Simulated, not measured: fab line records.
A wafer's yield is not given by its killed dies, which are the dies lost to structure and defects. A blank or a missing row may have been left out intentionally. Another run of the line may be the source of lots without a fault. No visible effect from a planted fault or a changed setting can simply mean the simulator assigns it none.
Problem report in the 8D (eight disciplines) form, filled by code	flow berkeleyCmos170	the parts of the form that need people (team, actions taken, sign-off) are left out

== 1. WHAT IS WRONG ==
M2_AL_RS at UCB170_M2_RS_MEAS_02 reads a mean of 0.0243 ohm/sq on 1 wafer of 1 lot; wafers without a fault read 0.0322 ohm/sq with a standard deviation of 0.00034. That puts it -23 standard deviations away from the usual mean.
The step: measures by four-point-probe.
First seen on wafer L385.1, day 14 02:11, on filmMetro-02. The record has a number at this step for 39 wafers belonging to 13 lots. Rule for "out", or "out of limits": more than 4 standard deviations from the usual mean. Any other wafer with a number is counted as sound.

== 2. WHAT IT IS, AND WHAT IT ISN'T ==
question	is	is not
which readings at this step	M2_AL_RS	-
which lots	L385	L363, L364, L365, L366, L368, L369, L370, L373, L374, L376, L377, L378
which wafers of those lots	L385.1	L385.2, L385.4
read on which gauges	filmMetro-02	filmMetro-03, filmMetro-04
when	from day 14 02:11	up to then (38 sound wafers)

== 3. THE SUSPECTS, EACH WITH WHAT RULES IT OUT ==
Counting: any tool at a process step up to the reading remains a suspect provided it ran every lot that is out. Sound lots after the first of them don't rule it out here, since some wafers of a struck lot are sound.
- the gauge at UCB170_M2_RS_MEAS_02 has been ruled out. All the wafers that are out were read on filmMetro-02, but those of them that UCB170_M2_METAL_ETCH_18 has rows for are out there too, on other tools.
- pvdSputter-02 at UCB170_M2_SPUTTER_01 (material Al, target thk 900 nm, time 120 s): kept. The lot that is out, L385, ran on it at day 14 02:06; the last sound lot it ran before that was L378, at day 12 12:53.
After counting, what remains is pvdSputter-02 at UCB170_M2_SPUTTER_01.

== 4. THE CAUSE (what the simulator had put in) ==
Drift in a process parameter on pvdSputter-02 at UCB170_M2_SPUTTER_01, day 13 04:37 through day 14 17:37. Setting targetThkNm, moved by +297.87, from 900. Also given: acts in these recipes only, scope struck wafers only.
After counting, this tool was the only one left.

== 5. THE EFFECT CHAIN, in route order ==
One row per reading whose mean, taken over the struck wafers that have a number, lies over 3 standard deviations from the usual. Scope: only readings with a usual standard deviation given in the record; hours: median across lots of the time from each lot's start at the first step in this table that gives one to its start at this step; sigmas: change in usual standard deviations.
hours	step	reading	usual	on struck wafers	change	sigmas
0	UCB170_M2_RS_MEAS_02	M2_AL_RS	0.0322 ohm/sq	0.0243	-0.0079	-23
0	UCB170_M2_THK_MEAS_03	M2_AL_THK	890 nm	1183	+293	+24
2	UCB170_M2_METAL_ETCH_18	oesProductAu	0.856 a.u.	0.992	+0.136	+9.1
9	UCB170_M3_PROBE_99	defectLimitedYield	98.6 %	20.1	-78.5	-95
9	UCB170_M3_PROBE_99	killed_at_M0_to_M3	0.8	211.0	+210.2	+99 or more
9	UCB170_M3_PROBE_99	killedDies	3.6	211.0	+207.4	+94
9	UCB170_M3_PROBE_99	killedOnRim	1.2	44.0	+42.8	+31
9	UCB170_M3_PROBE_99	sort_bin_5_function	0.9 %	79.9	+79.0	+99 or more
9	UCB170_M3_PROBE_99	sortNPass	260.4	53.0	-207.4	-94
9	UCB170_M3_PROBE_99	sortYieldPct	98.6 %	20.1	-78.5	-95
Here are the process steps it includes:
- UCB170_M2_METAL_ETCH_18: etches Al in Cl2/BCl3, stops on SiO2, target depth 1170 nm, time 195 s.
- UCB170_M3_PROBE_99

== 6. HOW IT WOULD HAVE BEEN CAUGHT EARLIER ==
22 hours passed between the start of the fault at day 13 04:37 and the first reading out of limits at a measuring or inspecting step in this record, taken at day 14 02:11.
No tool reading at UCB170_M2_SPUTTER_01 that has a usual standard deviation in the record was out on any struck wafer, so an alarm limit of 4 standard deviations on those readings would not have fired.
By day 14 02:11, every lot that is out (1) had started UCB170_M2_SPUTTER_01 on pvdSputter-02. Tool hold at that time: it would have spared none of them.
